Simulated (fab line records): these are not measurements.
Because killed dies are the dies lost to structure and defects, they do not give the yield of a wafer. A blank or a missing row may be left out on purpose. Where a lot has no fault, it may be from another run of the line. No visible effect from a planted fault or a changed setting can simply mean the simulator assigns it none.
The tool behind it: which one?	flow ritCmos	13 lots with 39 wafers sampled at 2 steps, on a route of 202 steps

## WHAT THE GAUGES READ, wafer by wafer
RIT_M1_CD_MEAS_09: target cd 2600 nm.
lot	measured	on	cdNm (nm)
L619	day 3 16:46	cdSem-01	2598.2 2598.5 2597.6
L620	day 3 21:07	cdSem-02	2598.8 2598.7 2598.5
L621	day 4 01:23	cdSem-01	2750.9 2747.5 2747.9 2750.9 2747.5 2748.0
L631	day 6 01:31	cdSem-02	2598.8 2600.1 2600.1
L632	day 6 04:51	cdSem-02	2598.7 2599.9 2601.6
L633	day 6 10:17	cdSem-01	2601.1 2600.6 2600.3
L634	day 6 17:25	cdSem-02	2598.8 2597.4 2599.2
L635	day 6 19:43	cdSem-01	2599.5 2599.0 2602.9
L636	day 6 20:52	cdSem-01	2596.1 2598.0 2597.9
L637	day 7 12:31	cdSem-01	2599.8 2598.9 2599.6
L639	day 8 09:10	cdSem-01	2596.4 2597.4 2596.2
L641	day 8 09:58	cdSem-02	2598.2 2598.8 2599.1
L642	day 8 17:01	cdSem-02	2600.8 2600.2 2599.6

## TOOL THAT RAN EACH LOT (tool first, then ch and the chambers of the sampled wafers, then the start)
lot	RIT_M1_EXPOSE_06
L619	ilineStepper-01 ch 0, day 3 16:20
L620	ilineStepper-01 ch 0, day 3 20:41
L621	ilineStepper-01 ch 0, day 4 00:58
L631	ilineStepper-01 ch 0, day 6 01:05
L632	ilineStepper-01 ch 0, day 6 04:25
L633	ilineStepper-02 ch 0, day 6 09:50
L634	ilineStepper-02 ch 0, day 6 16:59
L635	ilineStepper-01 ch 0, day 6 19:17
L636	ilineStepper-01 ch 0, day 6 20:26
L637	ilineStepper-01 ch 0, day 7 12:05
L639	ilineStepper-01 ch 0, day 8 08:44
L641	ilineStepper-01 ch 0, day 8 09:17
L642	ilineStepper-02 ch 0, day 8 16:21
- RIT_M1_EXPOSE_06: exposes mask M12, target cd 2600 nm.

## AS READ BY THE TOOLS THEMSELVES (means over the sampled wafers that have a number; for cases with no such wafer, the mark the record gives instead)
The record holds no such reading with a usual standard deviation.

## THE ANSWER, worked out from the rows above alone
Rule: the lots themselves supply what counts as usual. Put in order of their means at a reading, lots are off if they are a third of the lots or fewer, leave a main group of 4 or more, and stand apart from it by a gap of 3 or more times the standard deviation of the main group's means; of several such gaps the widest counts. A main group is skipped when, at the precision printed for the reading in the tables above, its means are all equal. A lot without any number at a reading at which 4 lots or more have one is off too. Any other lot the step has rows for is counted as sound. The gauges are gone through in route order, then the tools' own readings, and for those a lot's mean is taken as printed above. At the first step where some lot is off, the reading lying furthest off is the one used; lots without a number count as furthest.
Off, at RIT_M1_CD_MEAS_09 on cdNm: L621. For the main group the mean is 2599.0 nm and the standard deviation 1.2.
A tool fits if, at a process step before that reading, it ran every lot that is off, and no sound lot after the first of them. Those tools and the gauges at RIT_M1_CD_MEAS_09 are tried in the same way. No candidate that was tried fits.

## WHAT THE SIMULATOR PUT IN
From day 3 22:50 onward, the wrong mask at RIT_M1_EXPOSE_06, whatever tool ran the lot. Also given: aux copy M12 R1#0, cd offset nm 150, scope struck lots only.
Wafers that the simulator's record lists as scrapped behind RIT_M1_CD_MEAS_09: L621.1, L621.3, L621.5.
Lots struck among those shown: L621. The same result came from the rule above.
